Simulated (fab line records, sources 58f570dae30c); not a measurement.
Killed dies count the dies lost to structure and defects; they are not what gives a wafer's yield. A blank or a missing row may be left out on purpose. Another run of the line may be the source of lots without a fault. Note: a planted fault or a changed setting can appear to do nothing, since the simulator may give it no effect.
Which tool did it? -- flow berkeley_cmos170 -- 15 lots with 45 wafers sampled at 6 steps, on a route of 331 steps

## WHAT EACH GAUGE READ, for each wafer
UCB170_M1_CD_MEAS_09 targets a cd of 700 nm. Usual: cd_nm reads 699.9 nm (standard deviation 1.7).
lot,measured,on,cd_nm (nm),flag
L525,day 8 14:59,cd_sem-02,697.2 697.3 698.8,
L526,day 8 15:15,cd_sem-01,701.9 702.3 701.9,
L527,day 8 15:38,cd_sem-02,697.3 696.2 697.5,
L529,day 9 14:41,cd_sem-01,699.8 698.1 698.6,
L530,day 10 07:07,cd_sem-01,701.7 701.1 701.2,
L531,day 10 08:55,cd_sem-02,700.4 700.4 700.0,
L533,day 10 22:09,cd_sem-01,701.3 701.9 702.8,
L534,day 11 00:05,cd_sem-02,698.9 701.1 700.5,
L536,day 11 20:56,cd_sem-01,699.3 700.0 698.8,
L535,day 11 21:56,cd_sem-02,697.6 698.3 698.9,
L538,day 11 22:35,cd_sem-02,700.6 700.1 700.8,
L539,day 12 14:14,cd_sem-01,701.0 700.9 702.3,
L544,day 13 06:36,cd_sem-02,700.3 698.6 698.3,
L548,day 13 18:32,cd_sem-01,700.4 700.6 700.8,
L546,day 13 19:44,cd_sem-01,700.3 700.5 700.6,

UCB170_V1_BOW_MEAS_03. Usual: V1_BOW typically reads 18 um, with standard deviation 6.4.
lot,measured,on,V1_BOW (um),flag
L525,day 8 17:23,film_metro-02,13 28 2,
L526,day 8 18:43,film_metro-02,14 23 20,
L527,day 8 19:01,film_metro-03,7 1 24,
L529,day 9 17:05,film_metro-01,20 25 26,
L530,day 10 09:31,film_metro-03,1 14 29,
L531,day 10 11:19,film_metro-03,6 15 12,
L533,day 11 00:41,film_metro-02,23 23 17,
L534,day 11 03:23,film_metro-01,19 14 17,
L536,day 12 00:33,film_metro-03,11 14 16,
L535,day 12 00:33,film_metro-01,26 16 12,
L538,day 12 01:56,film_metro-03,22 13 19,
L539,day 12 16:38,film_metro-01,22 23 25,
L544,day 13 09:15,film_metro-02,28 22 31,
L548,day 13 21:28,film_metro-02,23 13 23,
L546,day 13 22:50,film_metro-01,26 18 17,

UCB170_M2_CD_MEAS_15 targets a cd of 700 nm. Usual: cd_nm reads 700.2 nm (standard deviation 1.3).
lot,measured,on,cd_nm (nm),flag
L525,day 8 21:15,cd_sem-02,701.9 702.0 701.1,
L526,day 8 22:33,cd_sem-02,699.2 700.7 699.9,
L527,day 8 23:12,cd_sem-01,699.6 699.0 700.9,
L529,day 9 21:02,cd_sem-01,701.2 700.1 701.3,
L530,day 10 14:25,cd_sem-02,699.7 699.1 700.6,
L531,day 10 15:50,cd_sem-02,697.1 698.4 698.8,
L533,day 11 04:54,cd_sem-02,703.0 701.8 702.9,
L534,day 11 11:19,cd_sem-02,698.9 700.5 701.1,
L536,day 12 05:07,cd_sem-02,699.9 698.3 699.8,
L535,day 12 05:27,cd_sem-02,700.4 700.9 700.3,
L538,day 12 06:20,cd_sem-02,700.2 699.6 701.2,
L539,day 12 21:59,cd_sem-02,699.0 699.5 696.7,
L544,day 13 14:47,cd_sem-01,699.9 699.9 699.9,
L548,day 14 02:47,cd_sem-02,699.2 699.4 700.3,
L546,day 14 05:02,cd_sem-02,700.8 702.0 701.1,

UCB170_V2_BOW_MEAS_03. Usual: V2_BOW typically reads 37 um, with standard deviation 6.6.
lot,measured,on,V2_BOW (um),flag
L525,day 8 22:23,film_metro-02,30 45 18,
L526,day 8 23:40,film_metro-04,30 41 37,
L527,day 9 00:19,film_metro-03,28 22 45,
L529,day 9 22:09,film_metro-02,37 43 44,
L530,day 10 15:32,film_metro-04,21 33 49,
L531,day 10 16:58,film_metro-02,26 35 32,
L533,day 11 06:01,film_metro-04,40 41 34,
L534,day 11 12:36,film_metro-03,41 36 39,
L536,day 12 06:25,film_metro-03,30 33 35 - - -,
L535,day 12 06:40,film_metro-04,49 38 35,
L538,day 12 07:34,film_metro-02,40 29 36 - - -,
L539,day 12 23:07,film_metro-03,41 43 44 - - -,
L544,day 13 15:54,film_metro-02,47 41 50,
L548,day 14 03:55,film_metro-03,41 32 42,
L546,day 14 06:10,film_metro-02,44 36 35,

UCB170_V2_THK_MEAS_04. Usual: V2_POLISHED_THK typically reads 1000.3 nm, with standard deviation 1.4.
lot,measured,on,V2_POLISHED_THK (nm),flag
L525,day 8 22:30,film_metro-02,1002.6 1000.4 1001.0,
L526,day 8 23:47,film_metro-04,999.4 1002.0 1001.4,
L527,day 9 00:26,film_metro-03,998.5 1000.9 999.9,
L529,day 9 22:16,film_metro-02,998.4 1001.7 1003.5,
L530,day 10 15:39,film_metro-04,1003.5 999.6 1001.8,
L531,day 10 17:05,film_metro-02,997.9 998.6 998.9,
L533,day 11 06:08,film_metro-04,998.9 999.3 1000.1,
L534,day 11 12:42,film_metro-03,999.3 1000.1 997.9,
L536,day 12 11:07,film_metro-03,1075.6 1076.3 1074.1 1075.1 1075.8 1073.4,OFF
L535,day 12 06:47,film_metro-04,998.7 997.9 1000.4,
L538,day 12 09:54,film_metro-02,1075.2 1073.6 1074.8 1074.6 1073.8 1074.6,OFF
L539,day 13 01:50,film_metro-03,1075.4 1075.0 1075.1 1076.0 1076.2 1075.8,OFF
L544,day 13 16:01,film_metro-02,999.5 998.2 999.1,
L548,day 14 04:02,film_metro-03,1001.2 1000.7 999.5,
L546,day 14 06:17,film_metro-02,998.7 1000.1 998.2,

## WHICH TOOL RAN EACH LOT (tool, then ch and the chambers of the sampled wafers, then the start)
lot,UCB170_V2_CMP_02
L525,"cmp-01 ch 0,1, day 8 22:05"
L526,"cmp-02 ch 0,2,3, day 8 23:22"
L527,"cmp-02 ch 0,1,3, day 9 00:01"
L529,"cmp-01 ch 0,2,3, day 9 21:56"
L530,"cmp-01 ch 1,2, day 10 15:16"
L531,"cmp-02 ch 1,2,3, day 10 16:43"
L533,"cmp-02 ch 0,3, day 11 05:43"
L534,"cmp-02 ch 1,2, day 11 12:16"
L536,"cmp-02 ch 0,1,2, day 12 06:13"
L535,"cmp-01 ch 1,2, day 12 06:22"
L538,"cmp-02 ch 1,2,3, day 12 07:18"
L539,"cmp-02 ch 0,1,2, day 12 22:49"
L544,"cmp-01 ch 1,2, day 13 15:36"
L548,"cmp-01 ch 1,2,3, day 14 03:40"
L546,"cmp-01 ch 2,3, day 14 05:52"
- UCB170_V2_CMP_02: polishes SiO2.

## AS READ BY THE TOOLS THEMSELVES (means over the sampled wafers that have a number; for cases with no such wafer, the mark the record gives instead)
UCB170_V2_CMP_02. Usual: motor_current_A reads 17.0 A (standard deviation 1.8).
lot,tool,motor_current_A (A),flag
L525,cmp-01,18.6,
L526,cmp-02,17.5,
L527,cmp-02,17.3,
L529,cmp-01,16.6,
L530,cmp-01,17.6,
L531,cmp-02,17.0,
L533,cmp-02,18.5,
L534,cmp-02,15.2,
L536,cmp-02,16.2,
L535,cmp-01,18.2,
L538,cmp-02,16.9,
L539,cmp-02,15.9,
L544,cmp-01,17.2,
L548,cmp-01,16.9,
L546,cmp-01,15.6,

## THE ANSWER, worked out from the rows above alone
Rule: lot off if the mean of its wafers having a number is beyond 3 standard deviations from the usual mean. A lot without any number at a reading at which 4 lots or more have one is off too. All remaining lots with rows at the step are treated as sound. First the gauges in route order, then the tools' own readings, where a lot's mean is used as printed above. The first step at which some lot is off is used, and at that step the reading that is off furthest; a lot without a number counts as furthest.
Off: L536, L538, L539, seen at UCB170_V2_THK_MEAS_04 (V2_POLISHED_THK).
A tool fits if, at a process step before that reading, it ran every lot that is off, and no sound lot after the first of them. Gauges at UCB170_V2_THK_MEAS_04: tried the same way as those tools. One candidate fits, namely cmp-02 at UCB170_V2_CMP_02. A fault onset in the window from L534 (day 11 12:16, its last sound lot) to L536 (day 12 06:13, its first lot off) fits.

## WHAT WAS PUT IN BY THE SIMULATOR
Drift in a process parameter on cmp-02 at UCB170_V2_CMP_02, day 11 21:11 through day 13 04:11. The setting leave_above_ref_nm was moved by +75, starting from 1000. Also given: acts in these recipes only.
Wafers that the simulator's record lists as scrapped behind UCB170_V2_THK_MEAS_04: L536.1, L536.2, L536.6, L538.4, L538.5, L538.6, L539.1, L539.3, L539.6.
Lots struck among those shown: L536, L538, L539. The rule given above showed the same thing.
